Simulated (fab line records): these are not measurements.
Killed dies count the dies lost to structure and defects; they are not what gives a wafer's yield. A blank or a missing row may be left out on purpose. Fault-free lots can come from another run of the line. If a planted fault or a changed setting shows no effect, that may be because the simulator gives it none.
Which tool is to blame? ; flow ritCmos ; Sampling: 7 lots, 21 wafers, 2 of 202 route steps

## WHAT THE GAUGES READ, wafer by wafer
RIT_M1_CD_MEAS_90: the cd target is 2600 nm.
lot;measured;on;cdNm (nm)
L207;day 3 12:25;cdSem-01;2601 2599 2599
L209;day 4 07:42;cdSem-01;2602 2601 2601
L212;day 4 19:34;cdSem-01;2606 2604 2604
L215;day 5 21:14;cdSem-02;2601 2608 2609
L221;day 6 18:59;cdSem-01;2603 2605 2598
L227;day 7 22:29;cdSem-01;2559 2561 2605 2559 2560 2605
L228;day 19 16:17;cdSem-01;2597 2594 2595

## TOOL THAT RAN EACH LOT (tool first, then ch and the chambers of the sampled wafers, then the start)
lot;RIT_M1_METAL_ETCH_12
L207;rieMetal-04 ch 0,1, day 3 11:53
L209;rieMetal-01 ch 0,1, day 4 07:11
L212;rieMetal-01 ch 0,1, day 4 19:03
L215;rieMetal-01 ch 0,1, day 5 20:28
L221;rieMetal-01 ch 0,1, day 6 18:25
L227;rieMetal-01 ch 0,1, day 7 21:56
L228;rieMetal-04 ch 0, day 19 15:34
- RIT_M1_METAL_ETCH_12: etches Al in Cl2/BCl3, stops on SiO2, time 165 s, target depth 600 nm.

## THE ANSWER, worked out from the rows above alone
Rule: the usual values come from the lots themselves. Put in order of their means at a reading, lots are off if they are a third of the lots or fewer, leave a main group of 4 or more, and stand apart from it by a gap of 3 or more times the standard deviation of the main group's means; of several such gaps the widest counts. Not used: any main group whose means are identical at the precision the tables above print for the reading. A lot without any number at a reading at which 4 lots or more have one is off too. Any other lot the step has rows for is counted as sound.
Off: L227 (RIT_M1_CD_MEAS_90, cdNm). Mean 2602 nm and standard deviation 3.5 in the main group.
A tool fits if, at a process step before that reading, it ran every lot that is off, and no sound lot after the first of them. Those tools and the gauges at RIT_M1_CD_MEAS_90 are tried in the same way. One fits: rieMetal-01 at RIT_M1_METAL_ETCH_12. A fault onset in the window from L221 (day 6 18:25, its last sound lot) to L227 (day 7 21:56, its first lot off) fits.

## WHAT WAS PUT IN BY THE SIMULATOR
rieMetal-01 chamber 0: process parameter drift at RIT_M1_METAL_ETCH_12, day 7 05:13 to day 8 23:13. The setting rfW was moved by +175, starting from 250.
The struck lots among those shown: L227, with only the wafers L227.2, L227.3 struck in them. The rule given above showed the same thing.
